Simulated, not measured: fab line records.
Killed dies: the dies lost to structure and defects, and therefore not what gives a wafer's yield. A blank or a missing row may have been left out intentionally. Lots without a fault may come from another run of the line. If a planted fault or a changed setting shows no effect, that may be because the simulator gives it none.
Chamber matching    flow berkeley_cmos170    UCB170_GATE_ETCH_15 on rie_si-02 has 4 sister chambers
The step etches poly-Si in HBr/Cl2, stops on SiO2, time 56.3 s, target depth 278.2 nm. 8 wafers are shown with their chamber, then 7 later ones without.

== WAFERS, EACH WITH ITS CHAMBER ==
wafer   chamber  throttle_valve_pct (%)  drypump_motor_current_A (A)
L352.4  3        26.14                   5.2
L352.5  2        26.60                   6.0
L357.1  0        27.00                   5.7
L357.3  3        26.14                   5.2
L361.2  1        26.54                   5.9
L361.5  2        26.60                   6.0
L361.6  1        26.54                   6.0
L360.2  0        27.03                   5.6

== WAFERS MISSING THEIR CHAMBER ==
wafer   throttle_valve_pct (%)  drypump_motor_current_A (A)
L360.5  26.14                   5.2
L360.6  27.02                   5.6
L364.1  27.03                   5.6
L364.4  26.15                   5.2
L364.5  27.02                   5.6
L367.1  27.01                   5.6
L367.6  26.54                   5.9

== WHICH CHAMBER EACH WENT THROUGH ==
wafer   from the rows above  in truth
L360.5  3                    3
L360.6  0                    0
L364.1  0                    0
L364.4  3                    3
L364.5  0                    0
L367.1  0                    0
L367.6  1                    1
Correctly placed: 7 of 7. Not placeable from these rows: 0. Placed wrongly: 0.
How it was worked out, from the rows above alone: a wafer's distance from a chamber is the root of the sum, over the readings, of the square of ((its reading less the chamber's mean) divided by the reading's scatter). The wafer belongs to the nearest chamber; if the next one is less than 2 further off, it can't be placed. The mean given for a chamber averages the wafers shown for that chamber. The scatter: the root of (the sum of the squares of (reading less its chamber's mean) over the shown wafers, divided by (wafers less chambers)).
